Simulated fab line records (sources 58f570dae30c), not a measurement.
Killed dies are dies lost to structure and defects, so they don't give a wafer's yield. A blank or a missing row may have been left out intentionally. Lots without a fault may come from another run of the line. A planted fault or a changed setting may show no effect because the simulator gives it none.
fab line records	flow berkeley_cmos170	part 1 of 2: steps 1 to 28 of 39
record: lots: 5	wafers: 15	last_day: 12
route steps=331 shown SILICIDE@212 CONTACT@216 M1@238
lots untouched by any fault: they come from a run of this same line in which no faults occurred
start_h: the number of hours between the record's first day and the start of the first shown wafer of the lot	wait_h: how many hours have passed since the lot's step before this one	" repeats the value in the row above	L1.1+2: a single row standing in for several wafers	- either no value or no given start	* or withheld: withheld	< > ~ a bound
route shown NAME@n: NAME is a module with steps in the file, n the number in the route of the first one	usual: the fault-free wafers' mean and standard deviation	same: alike in all rows	chamber/n: place in a boat	sites: the reading at each site	_std_site: standard deviation of those values	_edge_site: outer sites' mean less inner sites'	radius_mm: for every site, how far away it sits from the centre of the wafer	mask NAME#n: copy n	behind: the last tool/chamber to shape the wafer	hold: why the lot went on hold/how many hours it stayed there/how the hold came to an end	device: names the non-switching transistor (n, p or np)	end of line: the route-end tests of the same wafers	a step given without rows: its recipe and nothing more	killed: count of dies lost to structure and defects at first sort (not the wafer's yield)	map: per-die view of a wafer (x killed, . not killed, _ where there is no die)
set.NAME: the setting that was run; set.NAME@STEP: the one run at that earlier step	model.NAME: the simulator's own value behind a step, which no gauge read
lots seen at some steps along the route; tables by step, rows by wafer
services: the hour from which a tool's chamber was out of use, counted from the record's first day as start_h (under 0 if before that day), plus the number of hours and why
== steps ==
step: UCB170_SILICIDE_RS_MEAS_02
recipe: thk_meas_gauge: four-point-probe	reads: Ti_of_SILICIDE_SPUTTER_01
usual: SILICIDE_TI_RS: 27.4/0.36
lot.wafer	tool	chamber	start_h	wait_h	SILICIDE_TI_RS[ohm/sq]
L084.1	film_metro-03	-	215.33	0.0	27.4
L084.3	"	-	"	"	27.6
L084.6	"	-	"	"	27.7
L085.1	film_metro-02	-	236.63	0.0	27.9
L085.2	"	-	"	"	27.7
L085.6	"	-	"	"	27.6
L086.2	film_metro-01	-	237.02	0.0	27.5
L086.4	"	-	"	"	27.3
L086.6	"	-	"	"	27.7
L087.3	film_metro-02	-	242.56	0.1	27.8
L087.4	"	-	"	"	27.7
L087.5	"	-	"	"	27.4
L089.1	film_metro-02	-	256.25	0.0	27.6
L089.2	"	-	"	"	27.9
L089.5	"	-	"	"	27.8
step: UCB170_SILICIDE_THK_MEAS_03
recipe: thk_meas_gauge: xrf	reads: Ti_of_SILICIDE_SPUTTER_01
usual: SILICIDE_TI_THK: 28.9/0.36
lot.wafer	tool	chamber	start_h	wait_h	SILICIDE_TI_THK[nm]
L084.1	film_metro-03	-	215.45	0.1	28.9
L084.3	"	-	"	"	28.5
L084.6	"	-	"	"	28.6
L085.1	film_metro-02	-	236.75	0.1	28.6
L085.2	"	-	"	"	28.8
L085.6	"	-	"	"	28.9
L086.2	film_metro-01	-	237.13	0.1	28.7
L086.4	"	-	"	"	28.8
L086.6	"	-	"	"	28.5
L087.3	film_metro-02	-	242.66	0.1	28.7
L087.4	"	-	"	"	28.7
L087.5	"	-	"	"	28.9
L089.1	film_metro-02	-	256.37	0.1	28.8
L089.2	"	-	"	"	28.6
L089.5	"	-	"	"	28.8
step: UCB170_SILICIDE_RTA_04
recipe: temp_c: 650	time_s: 15	ambient: N2
usual: lamp_power_pct: 10.69/0.053	wafer_temp_C_max: 652.5/0.52
lot.wafer	tool	chamber	start_h	wait_h	lamp_power_pct	wafer_temp_C_max
L084.1	rtp_anneal-01	0	215.51	0.1	10.64	652.3
L084.3	"	0	"	"	10.65	653.5
L084.6	"	0	"	"	10.64	653.9
L085.1	rtp_anneal-02	0	236.81	0.1	10.74	653.0
L085.2	"	0	"	"	10.74	652.8
L085.6	"	0	"	"	10.76	652.6
L086.2	rtp_anneal-01	0	237.20	0.1	10.64	652.5
L086.4	"	0	"	"	10.64	651.8
L086.6	"	0	"	"	10.63	652.8
L087.3	rtp_anneal-01	0	242.72	0.1	10.65	652.3
L087.4	"	0	"	"	10.64	652.5
L087.5	"	0	"	"	10.64	652.9
L089.1	rtp_anneal-02	0	256.43	0.1	10.73	651.6
L089.2	"	0	"	"	10.75	652.5
L089.5	"	0	"	"	10.74	652.4
step: UCB170_SILICIDE_WET_ETCH_05
recipe: chemistry: SPM	time_s: 45	temp_c: 120	target: Ti
usual: bath_heat_duty_pct: 13.5/1.6
lot.wafer	tool	chamber	start_h	wait_h	bath_heat_duty_pct
L084.1	wet_bench-01	1	215.75	0.2	12.4
L084.3	"	1	"	"	11.5
L084.6	"	1	"	"	12.0
L085.1	wet_bench-01	0	236.88	0.1	12.1
L085.2	"	0	"	"	11.7
L085.6	"	0	"	"	10.9
L086.2	wet_bench-01	1	237.26	0.1	12.1
L086.4	"	1	"	"	11.5
L086.6	"	1	"	"	12.6
L087.3	wet_bench-02	2	242.77	0.0	14.5
L087.4	"	2	"	"	14.5
L087.5	"	2	"	"	13.8
L089.1	wet_bench-01	1	256.51	0.1	12.2
L089.2	"	1	"	"	12.4
L089.5	"	1	"	"	13.0
step: UCB170_CONTACT_CLEAN_00
recipe: chemistry: SPM	temp_c: 120	time_s: 600
usual: bath_heat_duty_pct: 13.3/1.5
lot.wafer	tool	chamber	start_h	wait_h	bath_heat_duty_pct
L084.1	wet_bench-01	1	215.78	0.0	13.1
L084.3	"	1	"	"	13.1
L084.6	"	1	"	"	13.6
L085.1	wet_bench-02	1	236.91	0.0	11.1
L085.2	"	1	"	"	10.2
L085.6	"	1	"	"	11.1
L086.2	wet_bench-02	1	237.28	0.0	12.3
L086.4	"	1	"	"	12.2
L086.6	"	1	"	"	11.9
L087.3	wet_bench-02	2	242.79	0.0	14.5
L087.4	"	2	"	"	14.0
L087.5	"	2	"	"	13.4
L089.1	wet_bench-01	1	256.53	0.0	12.2
L089.2	"	1	"	"	12.2
L089.5	"	1	"	"	13.7
step: UCB170_CONTACT_CVD_01
recipe: material: PSG	target_thk_nm: 700	temp_c: 450	precursor: SiH4/O2/PH3	time_s: 2820	pressure_mtorr: 300	sih4_flow_sccm: 60	o2_flow_sccm: 90	ph3_flow_sccm: 25
lot.wafer	tool	chamber	start_h	wait_h
L084.1+3+6	lpcvd-02	0	216.81	0.9
L085.1+2+6	lpcvd-01	1	237.08	0.0
L086.2+4+6	lpcvd-02	1	238.49	1.0
L087.3+4+5	lpcvd-01	1	243.46	0.5
L089.1+2+5	lpcvd-01	1	256.72	0.0
step: UCB170_CONTACT_THK_MEAS_02
recipe: reads: PSG_of_CONTACT_CVD_01
usual: CONTACT_PSG_THK: 695/7
lot.wafer	tool	chamber	start_h	wait_h	CONTACT_PSG_THK[nm]
L084.1	film_metro-01	-	218.60	0.0	705
L084.3	"	-	"	"	707
L084.6	"	-	"	"	703
L086.2	film_metro-01	-	240.28	0.0	705
L086.4	"	-	"	"	703
L086.6	"	-	"	"	697
L085.1	film_metro-01	-	241.09	0.0	695
L085.2	"	-	"	"	695
L085.6	"	-	"	"	697
L087.3	film_metro-01	-	245.26	0.0	688
L087.4	"	-	"	"	691
L087.5	"	-	"	"	691
L089.1	film_metro-03	-	258.51	0.0	693
L089.2	"	-	"	"	691
L089.5	"	-	"	"	692
step: UCB170_CONTACT_HMDS_03
recipe: prime_time_s: 60	prime_temp_c: 100
lot.wafer	tool	chamber	start_h	wait_h
L084.1+3+6	litho_track-01	0	218.66	0.1
L086.2+4+6	litho_track-03	0	240.35	0.1
L085.1+2+6	litho_track-01	0	241.15	0.1
L087.3+4+5	litho_track-01	0	245.54	0.3
L089.1+2+5	litho_track-02	0	258.57	0.1
step: UCB170_CONTACT_COAT_04
recipe: resist: KrF	spin_rpm: 1500	resist_thk_nm: 900
lot.wafer	tool	chamber	start_h	wait_h
L084.1+3+6	litho_track-01	0	218.81	0.1
L086.2+4+6	litho_track-03	0	240.50	0.1
L085.1+2+6	litho_track-01	0	241.30	0.1
L087.3+4+5	litho_track-01	0	245.69	0.1
L089.1+2+5	litho_track-02	0	258.72	0.1
step: UCB170_CONTACT_SOFTBAKE_05
recipe: resist: KrF	temp_c: 130	time_s: 60
lot.wafer	tool	chamber	start_h	wait_h
L084.1+3+6	litho_track-01	0	218.96	0.1
L086.2+4+6	litho_track-03	0	240.65	0.1
L085.1+2+6	litho_track-01	0	241.45	0.1
L087.3+4+5	litho_track-01	0	245.84	0.1
L089.1+2+5	litho_track-02	0	258.87	0.1
step: UCB170_CONTACT_STRIP_06
recipe: chemistry: O2	power_w: 400	pressure_mtorr: 3500	platen_temp_c: withheld	o2_flow_sccm: 400	overash_fraction: 0.5
usual: drypump_motor_current_A: 5.4/0.51	oes_product_au: 0.734/0.0044	strip_time_to_endpoint_s: 21.97/0.064
lot.wafer	tool	chamber	start_h	wait_h	drypump_motor_current_A	oes_product_au	rf_hours_counter_h	strip_time_to_endpoint_s
L084.1	plasma_asher-01	1	219.11	0.1	4.8	0.732	46	21.88
L084.3	"	0	"	"	5.2	0.739	-	21.94
L084.6	"	1	"	"	4.8	0.736	-	21.96
L086.2	plasma_asher-03	0	240.78	0.1	5.7	0.732	46	22.06
L086.4	"	1	"	"	6.4	0.735	-	22.11
L086.6	"	0	"	"	5.6	0.725	-	22.04
L085.1	plasma_asher-01	1	241.60	0.1	4.8	0.730	48	21.94
L085.2	"	0	"	"	5.2	0.736	48	22.00
L085.6	"	0	"	"	5.2	0.736	-	21.98
L087.3	plasma_asher-04	0	245.97	0.1	6.0	0.739	-	21.88
L087.4	"	1	"	"	5.3	0.733	-	21.83
L087.5	"	1	"	"	5.3	0.731	-	21.96
L089.1	plasma_asher-04	0	259.02	0.1	6.0	0.737	15	22.02
L089.2	"	1	"	"	5.3	0.734	15	21.98
L089.5	"	1	"	"	5.3	0.723	-	22.03
step: UCB170_CONTACT_CLEAN_07
recipe: chemistry: SPM	temp_c: 120	time_s: 600
usual: bath_heat_duty_pct: 12.8/1.4
lot.wafer	tool	chamber	start_h	wait_h	bath_heat_duty_pct
L084.1	wet_bench-01	3	219.36	0.2	15.7
L084.3	"	3	"	"	15.6
L084.6	"	3	"	"	14.7
L086.2	wet_bench-03	0	240.88	0.1	13.2
L086.4	"	0	"	"	11.7
L086.6	"	0	"	"	14.5
L085.1	wet_bench-03	3	241.83	0.2	14.9
L085.2	"	3	"	"	15.9
L085.6	"	3	"	"	15.5
L087.3	wet_bench-01	1	246.04	0.0	12.2
L087.4	"	1	"	"	13.5
L087.5	"	1	"	"	11.9
L089.1	wet_bench-01	0	259.12	0.1	11.8
L089.2	"	0	"	"	11.5
L089.5	"	0	"	"	12.2
step: UCB170_CONTACT_RTA_08
recipe: temp_c: 900	time_s: 10.27	ambient: N2
usual: lamp_power_pct: 24.93/0.13	wafer_temp_C_max: 903.4/0.73
lot.wafer	tool	chamber	start_h	wait_h	lamp_power_pct	wafer_temp_C_max
L084.1	rtp_anneal-01	0	219.53	0.0	24.76	903.6
L084.3	"	0	"	"	24.78	903.5
L084.6	"	0	"	"	24.82	903.9
L086.2	rtp_anneal-02	0	241.06	0.0	25.08	903.8
L086.4	"	0	"	"	25.06	904.6
L086.6	"	0	"	"	25.05	903.7
L085.1	rtp_anneal-02	0	242.00	0.0	25.02	901.4
L085.2	"	0	"	"	25.02	902.5
L085.6	"	0	"	"	25.03	903.6
L087.3	rtp_anneal-02	0	246.23	0.0	25.03	903.2
L087.4	"	0	"	"	25.03	901.9
L087.5	"	0	"	"	25.03	902.7
L089.1	rtp_anneal-01	0	259.29	0.0	24.76	903.3
L089.2	"	0	"	"	24.75	902.7
L089.5	"	0	"	"	24.81	903.4
step: UCB170_CONTACT_COAT_09
recipe: resist: BARC	temp_c: withheld	time_s: withheld	spin_rpm: 3000	resist_thk_nm: withheld
lot.wafer	tool	chamber	start_h	wait_h
L084.1+3+6	litho_track-02	0	219.81	0.3
L086.2+4+6	litho_track-03	0	241.14	0.1
L085.1+2+6	litho_track-01	0	242.07	0.1
L087.3+4+5	litho_track-03	0	246.33	0.1
L089.1+2+5	litho_track-01	0	259.36	0.1
step: UCB170_CONTACT_COAT_10
recipe: resist: KrF	spin_rpm: 1500	resist_thk_nm: 900
lot.wafer	tool	chamber	start_h	wait_h
L084.1+3+6	litho_track-02	0	-	-
L086.2+4+6	litho_track-03	0	-	-
L085.1+2+6	litho_track-01	0	-	-
L087.3+4+5	litho_track-03	0	-	-
L089.1+2+5	litho_track-01	0	-	-
step: UCB170_CONTACT_SOFTBAKE_11
recipe: resist: KrF	temp_c: 130	time_s: 60
lot.wafer	tool	chamber	start_h	wait_h
L084.1+3+6	litho_track-02	0	-	-
L086.2+4+6	litho_track-03	0	-	-
L085.1+2+6	litho_track-01	0	-	-
L087.3+4+5	litho_track-03	0	-	-
L089.1+2+5	litho_track-01	0	-	-
step: UCB170_CONTACT_EXPOSE_12
recipe: mask_id: CONT	target_cd_nm: 700	na: 0.5	sigma_outer: 0.6	source_shape: conventional	dose_mj: 35
usual: exposure_dose_mJ_cm2: 34.98/0.041
lot.wafer	tool	chamber	start_h	wait_h	mask	exposure_dose_mJ_cm2
L084.1	krf_scanner-01	0	220.26	-	CONT#0	34.96
L084.3	"	0	"	"	CONT#0	34.98
L084.6	"	0	"	"	CONT#0	34.91
L086.2	krf_scanner-02	0	241.71	-	CONT#0	35.04
L086.4	"	0	"	"	CONT#0	35.06
L086.6	"	0	"	"	CONT#0	35.00
L085.1	krf_scanner-02	0	242.52	-	CONT#0	34.98
L085.2	"	0	"	"	CONT#0	34.96
L085.6	"	0	"	"	CONT#0	35.05
L087.3	krf_scanner-01	0	246.89	-	CONT#0	34.95
L087.4	"	0	"	"	CONT#0	34.98
L087.5	"	0	"	"	CONT#0	34.99
L089.1	krf_scanner-02	0	259.93	-	CONT#0	34.97
L089.2	"	0	"	"	CONT#0	35.00
L089.5	"	0	"	"	CONT#0	34.98
step: UCB170_CONTACT_PEB_13
recipe: peb_temp_c: 130	peb_time_s: withheld	resist: KrF
lot.wafer	tool	chamber	start_h	wait_h
L084.1+3+6	litho_track-01	0	220.69	0.4
L086.2+4+6	litho_track-02	0	241.84	0.1
L085.1+2+6	litho_track-02	0	242.89	0.3
L087.3+4+5	litho_track-02	0	247.02	0.1
L089.1+2+5	litho_track-01	0	260.05	0.1
step: UCB170_CONTACT_DEVELOP_14
recipe: developer: TMAH	develop_time_s: 45	resist: KrF	dev_temp_c: 21
lot.wafer	tool	chamber	start_h	wait_h
L084.1+3+6	litho_track-01	0	-	-
L086.2+4+6	litho_track-02	0	-	-
L085.1+2+6	litho_track-02	0	-	-
L087.3+4+5	litho_track-02	0	-	-
L089.1+2+5	litho_track-01	0	-	-
step: UCB170_CONTACT_CD_MEAS_15
recipe: target_cd_nm: 700
usual: cd_nm: 700.0/1.4
lot.wafer	tool	chamber	start_h	wait_h	cd_nm
L084.1	cd_sem-02	-	221.00	-	701.5
L084.3	"	-	"	"	700.4
L084.6	"	-	"	"	699.9
L086.2	cd_sem-01	-	242.11	-	702.2
L086.4	"	-	"	"	700.0
L086.6	"	-	"	"	699.7
L085.1	cd_sem-02	-	243.16	-	697.2
L085.2	"	-	"	"	698.1
L085.6	"	-	"	"	697.6
L087.3	cd_sem-01	-	247.29	-	699.1
L087.4	"	-	"	"	699.1
L087.5	"	-	"	"	698.5
L089.1	cd_sem-02	-	260.32	-	698.4
L089.2	"	-	"	"	698.5
L089.5	"	-	"	"	698.1
step: UCB170_CONTACT_OVL_MEAS_16
usual: CONTACT_OVL: 1/5.1
lot.wafer	tool	chamber	start_h	wait_h	CONTACT_OVL[nm]
L084.1	overlay-02	-	221.12	0.1	0
L084.3	"	-	"	"	3
L084.6	"	-	"	"	-4
L086.2	overlay-01	-	242.21	0.1	-2
L086.4	"	-	"	"	1
L086.6	"	-	"	"	0
L085.1	overlay-01	-	243.28	0.1	1
L085.2	"	-	"	"	1
L085.6	"	-	"	"	0
L087.3	overlay-01	-	247.38	0.1	-2
L087.4	"	-	"	"	5
L087.5	"	-	"	"	-7
L089.1	overlay-01	-	260.44	0.1	15
L089.2	"	-	"	"	9
L089.5	"	-	"	"	5
step: UCB170_CONTACT_ETCH_17
recipe: chemistry: N2/H2	target_depth_a: withheld	overetch_a: withheld	target: BARC	time_s: withheld	source_w: 500	bias_w: 100	pressure_mtorr: 30	n2_flow_sccm: 100	h2_flow_sccm: 200
usual: drypump_motor_current_A: 5.5/0.52	oes_product_au: 1.006/0.019	throttle_valve_pct: 13.26/0.23
lot.wafer	tool	chamber	start_h	wait_h	drypump_motor_current_A	oes_product_au	throttle_valve_pct
L084.1	rie_diel-02	1	221.16	0.0	6.3	0.975	13.03
L084.3	"	3	"	"	6.1	0.972	13.62
L084.6	"	1	"	"	6.3	0.978	13.02
L086.2	rie_diel-01	3	242.24	0.0	5.7	1.035	13.66
L086.4	"	2	"	"	4.7	0.986	13.07
L086.6	"	1	"	"	5.7	1.032	13.31
L085.1	rie_diel-03	1	243.32	0.0	5.9	0.979	13.58
L085.2	"	2	"	"	4.9	1.003	13.05
L085.6	"	2	"	"	4.8	1.011	13.03
L087.3	rie_diel-01	3	247.40	0.0	5.7	1.027	13.65
L087.4	"	1	"	"	5.7	1.034	13.31
L087.5	"	0	"	"	5.5	1.014	13.05
L089.1	rie_diel-01	2	260.48	0.0	4.7	1.006	13.08
L089.2	"	0	"	"	5.5	1.028	13.04
L089.5	"	1	"	"	5.7	1.049	13.31
step: UCB170_CONTACT_ETCH_18
recipe: chemistry: CHF3/CF4/Ar	target: PSG	stop_on: TiSi2	CHF3_flow_sccm: 45	cf4_flow_sccm: 15	Ar_flow_sccm: 150	pressure_mtorr: 200	rf_w: 700	target_depth_a: 8400	over_etch_frac: 0.2	time_s: 195
usual: drypump_motor_current_A: 5.5/0.52	oes_product_au: 0.894/0.016	throttle_valve_pct: 6.90/0.17
same: over_etch_frac: 0.2
lot.wafer	tool	chamber	start_h	wait_h	drypump_motor_current_A	oes_product_au	rf_hours_counter_h	throttle_valve_pct
L084.1	rie_diel-02	1	-	-	6.3	0.889	7	6.77
L084.3	"	3	"	"	6.1	0.882	18	7.08
L084.6	"	1	"	"	6.3	0.894	-	6.76
L086.2	rie_diel-01	3	-	-	5.7	0.910	5	7.19
L086.4	"	2	"	"	4.7	0.892	81	6.83
L086.6	"	1	"	"	5.8	0.925	-	6.90
L085.1	rie_diel-03	1	-	-	5.9	0.889	49	7.14
L085.2	"	2	"	"	4.8	0.896	9	6.75
L085.6	"	2	"	"	4.9	0.904	-	6.74
L087.3	rie_diel-01	3	-	-	5.7	0.898	5	7.21
L087.4	"	1	"	"	5.7	0.921	19	6.91
L087.5	"	0	"	"	5.5	0.885	-	6.75
L089.1	rie_diel-01	2	-	-	4.7	0.886	82	6.83
L089.2	"	0	"	"	5.5	0.880	2	6.75
L089.5	"	1	"	"	5.7	0.917	-	6.88
step: UCB170_CONTACT_STRIP_19
recipe: chemistry: O2	power_w: 400	pressure_mtorr: 3500	platen_temp_c: withheld	o2_flow_sccm: 400	overash_fraction: 0.5
usual: drypump_motor_current_A: 5.5/0.53	oes_product_au: 0.725/0.0039
lot.wafer	tool	chamber	start_h	wait_h	drypump_motor_current_A	oes_product_au	rf_hours_counter_h
L084.1	plasma_asher-01	0	221.32	-	5.2	0.725	46
L084.3	"	0	"	"	5.2	0.721	-
L084.6	"	1	"	"	4.8	0.729	-
L086.2	plasma_asher-04	0	242.41	-	6.0	0.729	13
L086.4	"	0	"	"	6.0	0.727	-
L086.6	"	1	"	"	5.3	0.731	-
L085.1	plasma_asher-03	1	243.49	-	6.4	0.725	46
L085.2	"	0	"	"	5.7	0.726	46
L085.6	"	0	"	"	5.7	0.728	-
L087.3	plasma_asher-01	0	247.60	-	5.2	0.727	-
L087.4	"	1	"	"	4.8	0.728	-
L087.5	"	0	"	"	5.2	0.724	-
L089.1	plasma_asher-03	1	260.65	-	6.4	0.726	48
L089.2	"	0	"	"	5.6	0.723	48
L089.5	"	1	"	"	6.4	0.719	-
step: UCB170_CONTACT_CD_MEAS_90
recipe: target_cd_nm: 700
usual: cd_nm: 700.2/1.6
lot.wafer	tool	chamber	start_h	wait_h	cd_nm
L084.1	cd_sem-02	-	221.42	0.1	701.7
L084.3	"	-	"	"	700.2
L084.6	"	-	"	"	699.9
L086.2	cd_sem-02	-	242.53	0.1	702.0
L086.4	"	-	"	"	700.0
L086.6	"	-	"	"	701.6
L085.1	cd_sem-02	-	243.59	0.1	697.2
L085.2	"	-	"	"	698.2
L085.6	"	-	"	"	698.6
L087.3	cd_sem-01	-	247.71	0.1	698.3
L087.4	"	-	"	"	700.9
L087.5	"	-	"	"	699.3
L089.1	cd_sem-01	-	260.75	0.1	697.2
L089.2	"	-	"	"	699.6
L089.5	"	-	"	"	699.8
step: UCB170_CONTACT_CLEAN_20
recipe: chemistry: SPM	temp_c: 120	time_s: 600
usual: bath_heat_duty_pct: 13.6/1.5
lot.wafer	tool	chamber	start_h	wait_h	bath_heat_duty_pct
L084.1	wet_bench-02	3	221.54	0.1	11.7
L084.3	"	3	"	"	12.0
L084.6	"	3	"	"	11.2
L086.2	wet_bench-03	2	242.63	0.1	15.2
L086.4	"	2	"	"	16.3
L086.6	"	2	"	"	15.5
L085.1	wet_bench-02	0	243.71	0.1	14.1
L085.2	"	0	"	"	14.5
L085.6	"	0	"	"	16.1
L087.3	wet_bench-01	1	247.79	0.1	12.0
L087.4	"	1	"	"	14.1
L087.5	"	1	"	"	12.1
L089.1	wet_bench-02	2	260.87	0.1	15.8
L089.2	"	2	"	"	13.5
L089.5	"	2	"	"	13.9
step: UCB170_M1_SPUTTER_00
recipe: material: Al	target_thk_nm: 600	time_s: 80	power_w: 6000	chamber_pressure_pa: 0.5
usual: throttle_valve_pct: 30.1/1
lot.wafer	tool	chamber	start_h	wait_h	throttle_valve_pct
L084.1	pvd_sputter-03	-	221.72	0.0	30.2
L084.3	"	-	"	"	29.1
L084.6	"	-	"	"	31.1
L086.2	pvd_sputter-02	-	242.80	0.0	31.0
L086.4	"	-	"	"	29.7
L086.6	"	-	"	"	28.6
L085.1	pvd_sputter-03	-	243.88	0.0	29.0
L085.2	"	-	"	"	30.9
L085.6	"	-	"	"	30.6
L087.3	pvd_sputter-04	-	247.96	0.0	31.2
L087.4	"	-	"	"	31.2
L087.5	"	-	"	"	29.0
L089.1	pvd_sputter-02	-	261.04	0.0	28.3
L089.2	"	-	"	"	30.8
L089.5	"	-	"	"	30.8
step: UCB170_M1_RS_MEAS_01
recipe: thk_meas_gauge: four-point-probe	reads: Al_of_M1_SPUTTER_00
usual: M1_AL_RS: 0.0481/0.00062
lot.wafer	tool	chamber	start_h	wait_h	M1_AL_RS[ohm/sq]
L084.1	film_metro-04	-	221.78	0.0	0.0477
L084.3	"	-	"	"	0.0479
L084.6	"	-	"	"	0.0471
L086.2	film_metro-03	-	242.89	0.1	0.0486
L086.4	"	-	"	"	0.0490
L086.6	"	-	"	"	0.0489
L085.1	film_metro-03	-	243.94	0.0	0.0474
L085.2	"	-	"	"	0.0471
L085.6	"	-	"	"	0.0475
L087.3	film_metro-03	-	248.06	0.1	0.0493
L087.4	"	-	"	"	0.0493
L087.5	"	-	"	"	0.0485
L089.1	film_metro-03	-	261.11	0.0	0.0487
L089.2	"	-	"	"	0.0483
L089.5	"	-	"	"	0.0484
